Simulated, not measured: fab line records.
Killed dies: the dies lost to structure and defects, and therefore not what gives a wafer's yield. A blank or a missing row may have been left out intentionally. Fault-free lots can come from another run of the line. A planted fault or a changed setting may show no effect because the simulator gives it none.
fab line records	flow rit-cmos
[record] lots = 5	wafers = 15	last-day = 7
route steps=202 shown PLDD@116 SPACER@125 NSD@131 PSD@142 SDANNEAL@153 SILICIDE@161 M1@202
lots that met no fault: from a run of the same line without faults
start-h: start of the lot's first displayed wafer, in hours after the record's first day	wait-h: hours since the lot's step before	" identical to the entry in the row above	L1.1+2: several wafers, shown together as one row	- either no value or no given start	* or withheld: withheld	< > ~ a bound
route shown NAME@n: a module of which the file shows steps, and the number in the route of the first	usual: mean/standard deviation taken from wafers without a fault	same: alike in all rows	chamber/n: place in a boat	sites: the reading at each site	_std_site: the standard deviation of these	_edge_site: mean of outer sites minus mean of inner sites	radius-mm: how far each site lies from the wafer's centre	mask NAME#n: copy n	behind: the last tool/chamber to shape the wafer	hold: why the lot went on hold/how many hours it stayed there/how the hold came to an end	device: which transistor (n, p or np) failed to switch	end of line: tests run on the same wafers once the route is complete	a step given without rows: its recipe and nothing more	killed: not the wafer's yield, but the dies lost to structure and defects at the first sort	map: a wafer's dies, x killed, . not, _ none there
set.NAME: the setting as run; set.NAME@STEP: as run at that earlier step	model.NAME: the simulator's own value behind a step, which no gauge read
certain route steps with their lots: each step a table, each wafer a row
services: the hour from which a tool's chamber was out of use, counted from the record's first day as start-h (under 0 if before that day), plus the number of hours and why
[[steps]]
[step RIT_PLDD_SOFTBAKE_02]
[recipe] resist = NOVOLAK	temp-c = 90	time-s = 60
[step RIT_PLDD_EXPOSE_03]
[recipe] mask-id = M8	na = 0.57	target-cd-nm = 40900	dose-mj = 250
[step RIT_PLDD_PEB_04]
[recipe] resist = NOVOLAK	temp-c = withheld	time-s = withheld
[step RIT_PLDD_DEVELOP_05]
[recipe] resist = NOVOLAK	develop-time-s = 50	dev-temp-c = 23
[step RIT_PLDD_OVL_MEAS_06]
[usual] PLDD_OVL = 0.0/1.3
lot.wafer	tool	chamber	start-h	wait-h	PLDD_OVL[nm]
L925.1	overlay-01	-	44.09	-	0.0
L925.4	"	-	"	"	-1.1
L925.5	"	-	"	"	1.2
L927.1	overlay-02	-	55.81	-	0.2
L927.4	"	-	"	"	-0.6
L927.6	"	-	"	"	-1.3
L938.1	overlay-02	-	108.68	-	2.0
L938.4	"	-	"	"	0.8
L938.6	"	-	"	"	1.7
L939.2	overlay-02	-	113.13	-	0.3
L939.3	"	-	"	"	-0.8
L939.4	"	-	"	"	-0.3
L947.2	overlay-01	-	152.66	-	-0.3
L947.4	"	-	"	"	-0.7
L947.5	"	-	"	"	-1.0
[step RIT_PLDD_HARDBAKE_07]
[recipe] resist = NOVOLAK	temp-c = 140	time-s = 60
[step RIT_PLDD_IMPLANT_08]
[recipe] species = BF2	energy-kev = 20	dose-cm2 = 9e+14	tilt-deg = 7
[step RIT_PLDD_STRIP_09]
[recipe] chemistry = O2	time-s = 180	resist = NOVOLAK	platen-temp-c = withheld	power-w = 500	pressure-mtorr = 4000	o2-flow-sccm = 4000
[usual] chamber-pressure-mTorr = 4000/3.7	drypump-motor-current-A = 6.0/0.35
lot.wafer	tool	chamber	start-h	wait-h	chamber-pressure-mTorr	drypump-motor-current-A	rf-hours-counter-h
L925.1	plasma-asher-03	0	44.42	0.1	4000	6.3	27
L925.4	"	1	"	"	3998	5.6	-
L925.5	"	1	"	"	3992	5.5	-
L927.1	plasma-asher-04	0	56.15	0.1	4005	6.2	43
L927.4	"	1	"	"	4002	6.1	-
L927.6	"	0	"	"	3999	6.3	-
L938.1	plasma-asher-01	0	109.02	0.1	4001	6.1	42
L938.4	"	0	"	"	4001	6.1	-
L938.6	"	1	"	"	4001	5.4	-
L939.2	plasma-asher-04	0	113.46	0.1	3998	6.3	50
L939.3	"	0	"	"	4001	6.2	-
L939.4	"	1	"	"	3995	6.1	-
L947.2	plasma-asher-03	1	152.99	0.1	4002	5.6	40
L947.4	"	1	"	"	3995	5.6	-
L947.5	"	1	"	"	3991	5.6	-
[step RIT_PLDD_TW_MEAS_10]
[usual] PLDD_TW = 2349/9.6
lot.wafer	tool	chamber	start-h	wait-h	PLDD_TW
L925.1	film-metro-02	-	44.60	0.1	2356
L925.4	"	-	"	"	2357
L925.5	"	-	"	"	2362
L927.1	film-metro-04	-	56.32	0.1	2350
L927.4	"	-	"	"	2361
L927.6	"	-	"	"	2340
L938.1	film-metro-03	-	109.19	0.1	2345
L938.4	"	-	"	"	2326
L938.6	"	-	"	"	2339
L939.2	film-metro-03	-	113.64	0.1	2345
L939.3	"	-	"	"	2335
L939.4	"	-	"	"	2344
L947.2	film-metro-04	-	153.17	0.1	2345
L947.4	"	-	"	"	2358
L947.5	"	-	"	"	2355
[step RIT_SPACER_CLEAN_00]
[recipe] chemistry = SC1	mix = 3:3:50	time-s = 600	temp-c = 75
[step RIT_SPACER_CLEAN_01]
[recipe] chemistry = dHF	dilution = 50:1	time-s = 30
[step RIT_SPACER_CLEAN_02]
[recipe] chemistry = SC2	mix = 3:3:50	time-s = 600	temp-c = 75	dry = n2-spin
[step RIT_SPACER_CVD_03]
[recipe] material = Si3N4	target-thk-nm = 250	temp-c = 810	precursor = SiH2Cl2/NH3	time-s = 3300	pressure-mtorr = 300	sih2cl2-flow-sccm = 60	nh3-flow-sccm = 150
[usual] nh3-flow-sccm = 150.1/0.38	zone-power-centre-pct = 39.3/1.8
lot.wafer	tool	chamber	start-h	wait-h	nh3-flow-sccm	zone-power-centre-pct	model.Si3N4_of_SPACER_CVD_03.thk-nm
L925.1	lpcvd-02	0	45.03	0.0	149.9	41.0	249
L925.4	"	0	"	"	150.1	41.3	248.4
L925.5	"	0	"	"	149.8	41.4	247.9
L927.1	lpcvd-01	0	56.79	0.0	149.7	36.8	246.3
L927.4	"	0	"	"	149.5	37.2	243.8
L927.6	"	0	"	"	150.0	36.6	245.9
L938.1	lpcvd-01	1	109.62	0.0	180.1	38.3	283
L938.4	"	1	"	"	179.9	38.1	283.6
L938.6	"	1	"	"	179.3	37.8	284.6
L939.2	lpcvd-02	0	114.07	0.0	149.7	41.5	250
L939.3	"	0	"	"	150.0	40.8	248.9
L939.4	"	0	"	"	150.0	41.0	249.8
L947.2	lpcvd-02	0	153.59	0.0	150.0	39.9	251.5
L947.4	"	0	"	"	150.6	41.1	250.5
L947.5	"	0	"	"	150.4	40.8	251
[step RIT_SPACER_THK_MEAS_04]
[recipe] reads = Si3N4_of_SPACER_CVD_03
[usual] SPACER_NITRIDE_THK = 249.1/2.9
lot.wafer	tool	chamber	start-h	wait-h	SPACER_NITRIDE_THK[nm]
L925.1	film-metro-02	-	46.94	0.0	248.9
L925.4	"	-	"	"	248.5
L925.5	"	-	"	"	247.8
L927.1	film-metro-04	-	58.70	0.0	246.3
L927.4	"	-	"	"	243.7
L927.6	"	-	"	"	245.9
L938.1	film-metro-01	-	111.54	0.0	283.0
L938.4	"	-	"	"	283.5
L938.6	"	-	"	"	284.6
L939.2	film-metro-02	-	116.00	0.0	250.1
L939.3	"	-	"	"	249.2
L939.4	"	-	"	"	249.9
L947.2	film-metro-02	-	155.51	0.0	251.5
L947.4	"	-	"	"	250.4
L947.5	"	-	"	"	251.0
[step RIT_SPACER_ETCHBACK_05]
[recipe] target-depth-a = 2500	SF6_flow_sccm = 30	CHF3_flow_sccm = 30	target = Si3N4	chemistry = SF6/CHF3	pressure-mtorr = 40	rf-w = 250	time-s = 240	stop-on = SiO2
[usual] chamber-pressure-mTorr = 40.00/0.043	drypump-motor-current-A = 5.82/0.29	oes-product-au = 0.846/0.017	throttle-valve-pct = 10.18/0.12
lot.wafer	tool	chamber	start-h	wait-h	chamber-pressure-mTorr	drypump-motor-current-A	oes-product-au	rf-hours-counter-h	throttle-valve-pct	model.etch.depth-nm
L925.1	rie-diel-04	0	47.00	0.1	39.96	5.88	0.845	121	10.29	249
L925.4	"	1	"	"	39.98	6.13	0.836	115	10.32	248.4
L925.5	"	3	"	"	39.96	5.79	0.867	-	10.19	247.9
L927.1	rie-diel-02	1	58.76	0.1	39.95	5.84	0.842	53	9.98	246.3
L927.4	"	0	"	"	40.05	6.40	0.824	138	10.18	243.8
L927.6	"	2	"	"	40.00	5.47	0.809	-	10.16	245.9
L938.1	rie-diel-04	0	111.60	0.1	40.02	5.86	0.938	122	10.33	283
L938.4	"	3	"	"	40.04	5.80	0.962	60	10.21	283.6
L938.6	"	3	"	"	39.94	5.81	0.955	-	10.21	284.6
L939.2	rie-diel-01	3	116.05	0.0	40.05	6.37	0.830	66	10.10	250
L939.3	"	1	"	"	40.03	5.67	0.833	144	10.15	248.9
L939.4	"	2	"	"	39.98	5.40	0.849	6	10.13	249.8
L947.2	rie-diel-04	3	155.56	0.0	40.02	5.79	0.879	60	10.18	251.5
L947.4	"	0	"	"	40.00	5.86	0.861	123	10.31	250.5
L947.5	"	0	"	"	39.92	5.86	0.852	-	10.30	251
[step RIT_NSD_HMDS_00]
[recipe] prime-time-s = 60	prime-temp-c = 140
[step RIT_NSD_COAT_01]
[recipe] resist = NOVOLAK	spin-rpm = 3250	resist-thk-nm = 1000
[step RIT_NSD_SOFTBAKE_02]
[recipe] resist = NOVOLAK	temp-c = 90	time-s = 60
[step RIT_NSD_EXPOSE_03]
[recipe] mask-id = M9	na = 0.57	target-cd-nm = 40700	dose-mj = 250
[step RIT_NSD_PEB_04]
[recipe] resist = NOVOLAK	temp-c = withheld	time-s = withheld
[step RIT_NSD_DEVELOP_05]
[recipe] resist = NOVOLAK	develop-time-s = 50	dev-temp-c = 23
[step RIT_NSD_OVL_MEAS_06]
[usual] NSD_OVL = 0.8/1.4
lot.wafer	tool	chamber	start-h	wait-h	NSD_OVL[nm]
L925.1	overlay-01	-	48.24	-	1.5
L925.4	"	-	"	"	1.2
L925.5	"	-	"	"	1.4
L927.1	overlay-02	-	59.89	-	-0.4
L927.4	"	-	"	"	-1.2
L927.6	"	-	"	"	-2.7
L938.1	overlay-01	-	112.72	-	0.8
L938.4	"	-	"	"	0.1
L938.6	"	-	"	"	-0.1
L939.2	overlay-02	-	117.09	-	1.9
L939.3	"	-	"	"	1.5
L939.4	"	-	"	"	1.6
L947.2	overlay-01	-	156.57	-	0.8
L947.4	"	-	"	"	0.4
L947.5	"	-	"	"	0.3
[step RIT_NSD_HARDBAKE_07]
[recipe] resist = NOVOLAK	temp-c = 140	time-s = 60
[step RIT_NSD_IMPLANT_08]
[recipe] species = P	energy-kev = 25	dose-cm2 = 1e+15	tilt-deg = 7
[step RIT_NSD_STRIP_09]
[recipe] chemistry = O2	time-s = 180	resist = NOVOLAK	platen-temp-c = withheld	power-w = 500	pressure-mtorr = 4000	o2-flow-sccm = 4000
[usual] chamber-pressure-mTorr = 4000/3.9	drypump-motor-current-A = 5.7/0.39
lot.wafer	tool	chamber	start-h	wait-h	chamber-pressure-mTorr	drypump-motor-current-A	rf-hours-counter-h
L925.1	plasma-asher-02	1	48.58	0.1	3997	5.5	41
L925.4	"	0	"	"	4005	5.2	-
L925.5	"	0	"	"	3999	5.2	-
L927.1	plasma-asher-02	0	60.22	0.1	3999	5.2	43
L927.4	"	0	"	"	4000	5.2	-
L927.6	"	1	"	"	4002	5.5	-
L938.1	plasma-asher-01	1	113.06	0.1	4001	5.4	42
L938.4	"	1	"	"	4010	5.4	-
L938.6	"	1	"	"	4005	5.4	-
L939.2	plasma-asher-01	0	117.42	0.1	3995	6.1	43
L939.3	"	0	"	"	3995	6.1	-
L939.4	"	1	"	"	3998	5.4	-
L947.2	plasma-asher-02	1	156.90	0.1	3998	5.5	4
L947.4	"	0	"	"	3998	5.2	-
L947.5	"	0	"	"	3997	5.2	-
[step RIT_NSD_TW_MEAS_10]
[usual] NSD_TW = 3123/13
lot.wafer	tool	chamber	start-h	wait-h	NSD_TW
L925.1	film-metro-02	-	48.75	0.1	3121
L925.4	"	-	"	"	3096
L925.5	"	-	"	"	3100
L927.1	film-metro-04	-	60.40	0.1	3138
L927.4	"	-	"	"	3119
L927.6	"	-	"	"	3133
L938.1	film-metro-04	-	113.23	0.1	3105
L938.4	"	-	"	"	3132
L938.6	"	-	"	"	3101
L939.2	film-metro-04	-	117.60	0.1	3123
L939.3	"	-	"	"	3122
L939.4	"	-	"	"	3126
L947.2	film-metro-03	-	157.08	0.1	3118
L947.4	"	-	"	"	3122
L947.5	"	-	"	"	3142
[step RIT_PSD_HMDS_00]
[recipe] prime-time-s = 60	prime-temp-c = 140
[step RIT_PSD_COAT_01]
[recipe] resist = NOVOLAK	spin-rpm = 3250	resist-thk-nm = 1000
[step RIT_PSD_SOFTBAKE_02]
[recipe] resist = NOVOLAK	temp-c = 90	time-s = 60
[step RIT_PSD_EXPOSE_03]
[recipe] mask-id = M10	na = 0.57	target-cd-nm = 40900	dose-mj = 250
[step RIT_PSD_PEB_04]
[recipe] resist = NOVOLAK	temp-c = withheld	time-s = withheld
[step RIT_PSD_DEVELOP_05]
[recipe] resist = NOVOLAK	develop-time-s = 50	dev-temp-c = 23
[step RIT_PSD_OVL_MEAS_06]
[usual] PSD_OVL = 0.6/1.3
lot.wafer	tool	chamber	start-h	wait-h	PSD_OVL[nm]
L925.1	overlay-01	-	49.83	-	0.7
L925.4	"	-	"	"	1.3
L925.5	"	-	"	"	0.7
L927.1	overlay-02	-	61.43	-	2.2
L927.4	"	-	"	"	0.4
L927.6	"	-	"	"	-0.1
L938.1	overlay-02	-	114.27	-	-1.1
L938.4	"	-	"	"	-0.8
L938.6	"	-	"	"	-1.5
L939.2	overlay-02	-	118.63	-	1.3
L939.3	"	-	"	"	1.3
L939.4	"	-	"	"	2.5
L947.2	overlay-01	-	158.12	-	-0.1
L947.4	"	-	"	"	1.6
L947.5	"	-	"	"	3.9
[step RIT_PSD_HARDBAKE_07]
[recipe] resist = NOVOLAK	temp-c = 140	time-s = 60
[step RIT_PSD_IMPLANT_08]
[recipe] species = BF2	energy-kev = 27	dose-cm2 = 5e+15	tilt-deg = 7
[step RIT_PSD_STRIP_09]
[recipe] chemistry = O2	time-s = 180	resist = NOVOLAK	platen-temp-c = withheld	power-w = 500	pressure-mtorr = 4000	o2-flow-sccm = 4000
[usual] chamber-pressure-mTorr = 4000/3.9	drypump-motor-current-A = 5.8/0.41
lot.wafer	tool	chamber	start-h	wait-h	chamber-pressure-mTorr	drypump-motor-current-A	rf-hours-counter-h
L925.1	plasma-asher-04	1	50.16	0.1	3996	6.1	43
L925.4	"	1	"	"	3992	6.1	-
L925.5	"	1	"	"	4003	6.1	-
L927.1	plasma-asher-02	0	61.77	0.1	4003	5.2	43
L927.4	"	1	"	"	3994	5.5	-
L927.6	"	0	"	"	3998	5.2	-
L938.1	plasma-asher-04	0	114.61	0.1	3993	6.3	50
L938.4	"	1	"	"	4004	6.1	-
L938.6	"	1	"	"	3999	6.1	-
L939.2	plasma-asher-01	0	118.96	0.1	4000	6.1	43
L939.3	"	0	"	"	4009	6.1	-
L939.4	"	1	"	"	4003	5.4	-
L947.2	plasma-asher-01	1	158.45	0.1	4002	5.4	46
L947.4	"	1	"	"	4005	5.4	-
L947.5	"	0	"	"	3995	6.1	-
[step RIT_PSD_TW_MEAS_10]
[usual] PSD_TW = 3430/15
lot.wafer	tool	chamber	start-h	wait-h	PSD_TW
L925.1	film-metro-04	-	50.34	0.1	3450
L925.4	"	-	"	"	3434
L925.5	"	-	"	"	3444
L927.1	film-metro-02	-	61.94	0.1	3428
L927.4	"	-	"	"	3434
L927.6	"	-	"	"	3435
L938.1	film-metro-02	-	114.78	0.1	3408
L938.4	"	-	"	"	3408
L938.6	"	-	"	"	3397
L939.2	film-metro-03	-	119.15	0.1	3436
L939.3	"	-	"	"	3419
L939.4	"	-	"	"	3422
L947.2	film-metro-04	-	158.63	0.1	3442
L947.4	"	-	"	"	3432
L947.5	"	-	"	"	3425
[step RIT_SDANNEAL_CLEAN_00]
[recipe] chemistry = SC1	mix = 3:3:50	time-s = 600	temp-c = 75
[step RIT_SDANNEAL_CLEAN_01]
[recipe] chemistry = dHF	dilution = 50:1	time-s = 30
[step RIT_SDANNEAL_CLEAN_02]
[recipe] chemistry = SC2	mix = 3:3:50	time-s = 600	temp-c = 75	dry = n2-spin
[step RIT_SDANNEAL_RTA_03]
[recipe] temp-c = 1050	time-s = 5	idle-temp-c = 600	ramp-up-c-per-s = 342	ramp-down-c-per-s = 171	cool-to-c = 600	ambient = N2
[usual] wafer_temp_C_max = 1053.5/1.1
lot.wafer	tool	chamber	start-h	wait-h	wafer_temp_C_max
L925.1	rtp-anneal-01	0	50.79	0.0	1054.1
L925.4	"	0	"	"	1056.2
L925.5	"	0	"	"	1054.4
L927.1	rtp-anneal-01	0	62.42	0.0	1053.6
L927.4	"	0	"	"	1052.1
L927.6	"	0	"	"	1053.1
L938.1	rtp-anneal-02	0	115.21	0.0	1053.4
L938.4	"	0	"	"	1052.6
L938.6	"	0	"	"	1053.0
L939.2	rtp-anneal-01	0	119.57	0.0	1054.5
L939.3	"	0	"	"	1053.9
L939.4	"	0	"	"	1054.1
L947.2	rtp-anneal-01	0	159.06	0.0	1053.5
L947.4	"	0	"	"	1052.7
L947.5	"	0	"	"	1052.5
[step RIT_SDANNEAL_RS_MEAS_04]
[recipe] thk-meas-gauge = four-point-probe
[usual] PSD_RS = 116.0/0.31
lot.wafer	tool	chamber	start-h	wait-h	PSD_RS[ohm/sq]
L925.1	film-metro-02	-	50.85	0.0	116.0
L925.4	"	-	"	"	116.3
L925.5	"	-	"	"	116.3
L927.1	film-metro-02	-	62.48	0.0	115.9
L927.4	"	-	"	"	116.1
L927.6	"	-	"	"	116.3
L938.1	film-metro-03	-	115.27	0.0	115.4
L938.4	"	-	"	"	115.6
L938.6	"	-	"	"	115.6
L939.2	film-metro-04	-	119.64	0.1	115.9
L939.3	"	-	"	"	116.4
L939.4	"	-	"	"	115.9
L947.2	film-metro-04	-	159.13	0.1	116.2
L947.4	"	-	"	"	116.0
L947.5	"	-	"	"	116.1
[step RIT_SILICIDE_WET_ETCH_00]
[recipe] chemistry = BOE	target = SiO2	target-depth-nm = 14	time-s = 15	dry = n2-spin	dilution = 10:1	temp-c = 21.5
lot.wafer	tool	chamber	start-h	wait-h	model.Si3N4_of_SPACER_CVD_03.thk-nm
L925.1	wet-bench-02	3	51.33	0.1	195.3
L925.4	"	3	"	"	194.7
L925.5	"	3	"	"	194.4
L927.1	wet-bench-02	2	62.96	0.1	190.5
L927.4	"	2	"	"	189.2
L927.6	"	2	"	"	191.9
L938.1	wet-bench-02	1	115.75	0.1	222.6
L938.4	"	1	"	"	223.2
L938.6	"	1	"	"	223.7
L939.2	wet-bench-01	2	120.10	0.1	196.5
L939.3	"	2	"	"	195.9
L939.4	"	2	"	"	193.7
L947.2	wet-bench-04	3	159.59	0.1	198
L947.4	"	3	"	"	196.6
L947.5	"	3	"	"	197.2
[step RIT_M1_PROBE_99]
[usual] killed_at_M0_to_M3 = 0.0/0.12	killed-at-contacts = 0.1/0.23	killed-at-front-end = 7/3.1	killed-dies = 7/3.1	killed-open = 3.4/2.1	killed-short = 3.5/2
[same] gross-dies = 264	killed_at_M4_up = 0	killed-at-back-side = 0	killed-at-other = 0
lot.wafer	tool	chamber	start-h	wait-h	killed_at_M0_to_M3	killed-at-contacts	killed-at-front-end	killed-dies	killed-open	killed-short	model.etest.pplus-sal.width-nm	model.etest.nplus-sal.width-nm	model.etest.nwell-pinched.rs-ohm-sq	model.etest.pwell-pinched.rs-ohm-sq	model.etest.nmos-narrow.drive-ua-um	model.etest.nmos_0p3.drive-ua-um	model.etest.contact-nplus.end-ohm-um	model.etest.field-p-metal.vt-v
L925.1	prober-02	-	58.67	0.1	0	0	5	5	2	3	3432	3440	337.3	456.2	226.8	230.8	40.49	-28.46
L925.4	prober-02	-	58.82	0.2	0	0	6	6	0	6	3431	3443	339.1	456.2	227.4	230.2	40.3	-28.49
L925.5	prober-02	-	58.87	0.2	0	0	6	6	2	4	3445	3440	337.3	453.4	221.6	226.2	42.43	-28.48
L927.1	prober-02	-	70.05	0.1	0	1	4	5	2	3	3485	3482	349.9	469	227.7	232.4	41.31	-28.26
L927.4	prober-02	-	70.20	0.2	0	0	1	1	0	1	3457	3471	349.7	467.6	225	231.6	42.83	-28.04
L927.6	prober-02	-	70.30	0.2	0	0	4	4	1	3	3431	3451	341.3	462.8	225.2	230.2	40.84	-28.14
L938.1	prober-02	-	123.58	0.1	0	0	3	3	2	1	3396	3384	315	439.1	232.7	225.8	36.46	-30.75
L938.4	prober-02	-	123.73	0.2	0	0	6	6	1	3	3388	3381	314.9	433.8	230.8	226.5	37.82	-31.43
L938.6	prober-02	-	123.83	0.2	0	0	7	7	5	1	3390	3364	312.6	436.5	224.5	220.3	36.77	-31.34
L939.2	prober-01	-	127.05	0.1	0	0	7	7	3	4	3426	3463	335.7	456.1	224.1	223.5	42.1	-28.88
L939.3	prober-01	-	127.10	0.2	1	0	8	9	3	6	3424	3432	335.5	451.8	223.4	223.9	42.21	-28.88
L939.4	prober-01	-	127.15	0.2	0	0	5	5	2	3	3477	3485	343.9	471.5	235.8	234.9	41.52	-29.06
L947.2	prober-01	-	166.58	0.1	0	0	4	4	2	2	3404	3434	330.7	450.6	222.1	225.5	41.81	-28.01
L947.4	prober-01	-	166.68	0.2	0	0	6	6	4	2	3437	3439	335.9	450.9	222.3	225.4	42.1	-28.93
L947.5	prober-01	-	166.73	0.2	0	0	10	10	5	5	3435	3442	331.6	456.4	223.3	220.5	41.95	-28.3
// killed by level:class
L925.1 GATE:geometric-particle:short=2 FOX1:geometric-particle:short=1 REOX:geometric-particle:open=1 SPACER:geometric-particle:open=1
L925.4 GATE:geometric-particle:short=4 FOX1:geometric-particle:short=1 SILICIDE:geometric-particle:short=1
L925.5 GATE:geometric-particle:short=2 SPACER:geometric-particle:open=2 ACTIVE:geometric-particle:short=1 FOX1:geometric-particle:short=1
L927.1 FOX1:geometric-particle:open=1 GATE:geometric-particle:open=1 GATE:geometric-particle:short=1 SPACER:geometric-particle:short=1 CONTACT:geometric-particle:short=1
L927.4 FOX1:geometric-particle:short=1
L927.6 GATE:geometric-particle:short=1 REOX:geometric-particle:open=1 SPACER:geometric-particle:short=1 SILICIDE:geometric-particle:short=1
L938.1 GATE:geometric-particle:open=2 GATE:geometric-particle:short=1
L938.4 SPACER:area-etchback=2 FOX1:geometric-particle:short=1 GATE:geometric-particle:open=1 REOX:geometric-particle:short=1 SPACER:geometric-particle:short=1
L938.6 FOX1:geometric-particle:open=2 GATE:geometric-particle:open=2 SPACER:geometric-particle:short=1 SILICIDE:geometric-particle:open=1 SPACER:area-etchback=1
L939.2 GATE:geometric-particle:short=2 GATE:geometric-particle:open=2 REOX:geometric-particle:open=1 SPACER:geometric-particle:short=1 SILICIDE:geometric-particle:short=1
L939.3 GATE:geometric-particle:short=2 FOX2:geometric-particle:short=1 GATE:geometric-particle:open=1 SPACER:geometric-particle:short=1 SPACER:geometric-particle:open=1 SILICIDE:geometric-particle:short=1 SILICIDE:geometric-particle:open=1 M1:geometric-particle:short=1
L939.4 GATE:geometric-particle:short=3 FOX1:geometric-particle:open=1 SPACER:geometric-particle:open=1
L947.2 GATE:geometric-particle:short=1 REOX:geometric-particle:open=1 SPACER:geometric-particle:open=1 SILICIDE:geometric-particle:short=1
L947.4 GATE:geometric-particle:open=2 GATE:geometric-particle:short=1 REOX:geometric-particle:short=1 REOX:geometric-particle:open=1 SPACER:geometric-particle:open=1
L947.5 FOX1:geometric-particle:short=2 SPACER:geometric-particle:open=2 ACTIVE:geometric-particle:short=1 FOX1:geometric-particle:open=1 REOX:geometric-particle:open=1 SPACER:geometric-particle:short=1 SILICIDE:geometric-particle:open=1 SILICIDE:geometric-particle:short=1
[[services]]
tool	chamber	start-h	hours	kind
plasma-asher-01	-	26.78	5.5	repair
rie-diel-04	-	28.55	2.8	pm
rie-diel-01	0	35.39	15.6	repair
wet-bench-04	-	46.02	2.9	repair
plasma-asher-01	-	46.76	12.8	repair
rie-diel-02	2	48.25	9.4	repair
rie-diel-02	-	62.39	2.6	repair
plasma-asher-02	-	69.46	7.5	repair
rie-diel-01	-	73.55	2.8	pm
rie-diel-04	2	81.07	4.4	repair
plasma-asher-03	-	93.85	2.8	pm
rie-diel-04	-	103.65	0.6	repair
plasma-asher-02	-	108.75	9.0	pm
plasma-asher-02	0	108.75	9.0	vent-cycle
plasma-asher-02	1	108.75	9.0	vent-cycle
plasma-asher-02	0	117.75	-	clean
plasma-asher-02	1	117.75	-	clean
plasma-asher-01	-	120.14	15.6	pm
rie-diel-01	2	137.30	2.8	repair
plasma-asher-04	-	143.73	0.8	repair
rie-diel-02	0	144.55	7.6	repair
rie-diel-02	2	157.11	-	clean
rie-diel-02	2	157.11	11.8	scheduled-down
lpcvd-02	-	158.41	4.3	repair
[[key]]
[first-sign] step = RIT_SPACER_CVD_03	reading = nh3-flow-sccm	direction = up	sigmas = 78	usual = 150.1	struck = 179.8
[effect] step = RIT_SPACER_THK_MEAS_04	reading = SPACER_NITRIDE_THK	direction = up	sigmas = 12	usual = 249.1	struck = 283.7
[effect] step = RIT_SPACER_ETCHBACK_05	reading = oes-product-au	direction = up	sigmas = 6.3	usual = 0.846	struck = 0.952
[model-effect] step = RIT_SPACER_CVD_03	value = Si3N4_of_SPACER_CVD_03.thk-nm	without = 248	struck = 283.7
[model-effect] step = RIT_SPACER_ETCHBACK_05	value = etch.depth-nm	without = 248	struck = 283.7
[model-effect] step = RIT_SILICIDE_WET_ETCH_00	value = Si3N4_of_SPACER_CVD_03.thk-nm	without = 194.9	struck = 223.2
[model-effect] step = RIT_M1_PROBE_99	value = etest.pplus-sal.width-nm	without = 3467	struck = 3391
met-at RIT_SPACER_CVD_03
struck-wafers L938.1,L938.4,L938.6
tester-left-out L938
[fault] kind = process-parameter-drift	tool = lpcvd-01	chamber = 1	onset-h = 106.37	steps = RIT_SPACER_CVD_03	channel = nh3-flow-sccm	offset = 30	shape = step	end-h = 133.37	acts-in = these-recipes-only	stated = 150
// tester-left-out: of these lots the tester's yield and bins aren't shown, on N5 and GAA mostly nor the transistor test; their killed dies are dies lost to structure and defects alone, not to doping, threshold or leakage, so they don't give the yield
